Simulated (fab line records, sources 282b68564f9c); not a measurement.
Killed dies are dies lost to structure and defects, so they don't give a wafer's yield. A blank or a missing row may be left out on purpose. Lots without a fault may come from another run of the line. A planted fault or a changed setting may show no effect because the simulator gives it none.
One fault seen from 2 desks | flow rit_cmos | each desk has only its own numbers; what lay behind them comes last

THE TOOL OWNER'S DESK: furnace-01
The tool's own readings at RIT_GATE_OXIDATION_05 (target thk 3 nm, ox time 270 s): means of the sampled wafers that have a number, for each lot that ran on this tool. A lot is out of limits, marked OUT, if its mean lies more than 4 standard deviations from the usual mean; the brackets give that distance.
Columns: A = zone_power_source_pct at RIT_GATE_OXIDATION_05, usual 26.7 %
lot  | first seen here | A
L505 | day 2 19:12     | 28.8
L507 | day 3 01:22     | 28.6
L516 | day 4 20:41     | 28.5
L521 | day 5 21:03     | 28.6
L522 | day 6 02:01     | 28.6
This desk's finding: nothing out of limits on any of the 5 lots.

THE METROLOGY DESK
What the gauges read, lot by lot, whatever tool the lot ran on: means of the sampled wafers that have a number. A lot is out of limits, marked OUT, if its mean lies more than 4 standard deviations from the usual mean; the brackets give that distance.
Columns: A = GATE_OXIDE_THK at RIT_GATE_THK_MEAS_07, usual 3.01 nm
lot  | first seen here | A
L505 | day 2 20:31     | 3.03
L506 | day 3 00:13     | 2.93
L507 | day 3 03:01     | 3.05
L509 | day 3 11:53     | 2.95
L510 | day 3 17:02     | 2.97
L511 | day 3 20:39     | 3.03
L513 | day 4 06:23     | 2.96
L516 | day 4 22:01     | 3.06
L521 | day 5 22:24     | 4.87 (+28) OUT
L522 | day 6 03:20     | 4.88 (+28) OUT
L523 | day 6 08:24     | 3.04
L524 | day 6 13:35     | 3.03
L526 | day 6 23:38     | 2.98
L527 | day 7 04:47     | 3.18
This desk's finding: out of limits on L521, L522; first on L521, day 5 22:24 (GATE_OXIDE_THK at RIT_GATE_THK_MEAS_07). In limits: L505, L506, L507, L509, L510, L511, L513, L516, L523, L524, L526, L527.

PUT TOGETHER
The metrology desk could have raised an alarm at day 5 22:24, on L521, L522.
The tool owner's desk saw nothing out of limits.
The tool owner's desk has L521, L522 on record, within its limits.
Of the lots named, all ran RIT_GATE_OXIDATION_05 on furnace-01.

WHAT THE SIMULATOR HAD PUT IN
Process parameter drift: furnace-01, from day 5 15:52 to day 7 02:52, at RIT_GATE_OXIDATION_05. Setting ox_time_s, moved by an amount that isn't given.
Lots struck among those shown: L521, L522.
Hours from the fault's start to each desk's first reading out of limits: the metrology desk, 7.
